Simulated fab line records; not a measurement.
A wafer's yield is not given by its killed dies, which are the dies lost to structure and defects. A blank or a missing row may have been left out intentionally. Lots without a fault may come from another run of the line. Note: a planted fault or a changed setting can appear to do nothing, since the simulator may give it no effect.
Which of the tools did it? | flow ritCmos | 7 lots with 21 wafers sampled at 2 steps, on a route of 202 steps

## WHAT EACH GAUGE READ, for each wafer
RIT_FOX1_THK_MEAS_01.
lot  | measured    | on           | FOX1_OXIDE_THK (nm)
L927 | day 1 22:11 | filmMetro-04 | 347 343 346
L929 | day 2 07:53 | filmMetro-03 | 360 361 356
L931 | day 2 17:52 | filmMetro-04 | 353 351 362
L938 | day 4 06:11 | filmMetro-03 | 446 438 446
L942 | day 5 01:46 | filmMetro-03 | 347 348 345
L945 | day 5 16:16 | filmMetro-02 | 348 346 350
L949 | day 6 13:08 | filmMetro-02 | 339 334 339

## WHAT TOOL EACH LOT RAN ON (gives the tool, then ch and the chambers of the sampled wafers, and finally the start)
lot  | RIT_FOX1_OXIDATION_00
L927 | furnace-03 ch 0, day 1 20:52
L929 | furnace-04 ch 0, day 2 06:34
L931 | furnace-04 ch 0, day 2 16:32
L938 | furnace-04 ch 0, day 4 04:52
L942 | furnace-02 ch 0, day 5 00:26
L945 | furnace-02 ch 0, day 5 14:56
L949 | furnace-02 ch 0, day 6 11:50
- RIT_FOX1_OXIDATION_00: target thk 350.7 nm, ox time 1130 s.

## THE ANSWER, worked out from the rows above alone
Rule: usual is defined by the lots themselves. The widest of any qualifying gaps counts: lots, ordered by their means at a reading, are off when they make up no more than a third of the lots, leave a main group of 4 or more, and stand apart from it by 3 or more times the standard deviation of that group's means. If all means in a main group match to the digits the tables above print for the reading, that group is not used. A lot without any number at a reading at which 4 lots or more have one is off too. Any other lot the step has rows for is counted as sound.
Off: L938, at RIT_FOX1_THK_MEAS_01 (FOX1_OXIDE_THK). The main group has a mean of 349 nm with a standard deviation of 7.
If a tool, at a process step before that reading, ran all the lots that are off and no sound lot after the first of them, it fits. Gauges at RIT_FOX1_THK_MEAS_01: tried the same way as those tools. One fits: furnace-04 at RIT_FOX1_OXIDATION_00. A fault onset in the window from L931 (day 2 16:32, its last sound lot) to L938 (day 4 04:52, its first lot off) fits.

## WHAT THE SIMULATOR HAD INSERTED
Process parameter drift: furnace-04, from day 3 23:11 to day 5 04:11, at RIT_FOX1_OXIDATION_00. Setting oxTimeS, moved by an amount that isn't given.
Lots struck among those shown: L938. The rule given above showed the same thing.
